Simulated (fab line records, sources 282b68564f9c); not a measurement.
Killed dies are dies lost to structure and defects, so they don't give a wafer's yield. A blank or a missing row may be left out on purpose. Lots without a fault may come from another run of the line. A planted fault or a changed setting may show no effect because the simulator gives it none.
Which tool did it? | flow rit_cmos | 6 lots, 18 wafers sampled, at 2 steps of a route of 202

WHAT THE GAUGES READ, wafer by wafer
RIT_ACTIVE_THK_MEAS_04.
lot  | measured    | on            | ACTIVE_NITRIDE_THK (nm)
L988 | day 1 20:29 | film_metro-03 | 149.3 150.2 150.1
L992 | day 2 16:16 | film_metro-01 | 150.8 150.2 150.4
L994 | day 3 02:24 | film_metro-03 | 150.6 147.9 149.3
L998 | day 3 21:34 | film_metro-02 | 149.4 148.2 148.8
L100 | day 4 07:34 | film_metro-03 | 147.7 147.4 147.5
L102 | day 4 16:32 | film_metro-01 | 152.6 153.1 151.5

WHICH TOOL RAN EACH LOT (tool, then ch and the chambers of the sampled wafers, then the start)
lot  | RIT_ACTIVE_CVD_03
L988 | lpcvd-02 ch 0, day 1 19:04
L992 | lpcvd-01 ch 1, day 2 14:50
L994 | lpcvd-01 ch 1, day 3 00:58
L998 | lpcvd-02 ch 0, day 3 19:25
L100 | lpcvd-02 ch 0, day 4 06:08
L102 | lpcvd-01 ch 1, day 4 15:07
- RIT_ACTIVE_CVD_03: deposits Si3N4 from SiH2Cl2/NH3, target thk 150 nm, time 1500 s.

THE ANSWER, worked out from the rows above alone
Rule: what is usual is taken from the lots themselves. Put in order of their means at a reading, lots are off if they are a third of the lots or fewer, leave a main group of 4 or more, and stand apart from it by a gap of 3 or more times the standard deviation of the main group's means; of several such gaps the widest counts. A main group whose means are all the same, to the digits that the tables above print for the reading, isn't used. A lot without any number at a reading at which 4 lots or more have one is off too. The other lots that the step has rows for count as sound.
No lot is off at any reading shown: from this, nothing can be told.

WHAT THE SIMULATOR HAD PUT IN
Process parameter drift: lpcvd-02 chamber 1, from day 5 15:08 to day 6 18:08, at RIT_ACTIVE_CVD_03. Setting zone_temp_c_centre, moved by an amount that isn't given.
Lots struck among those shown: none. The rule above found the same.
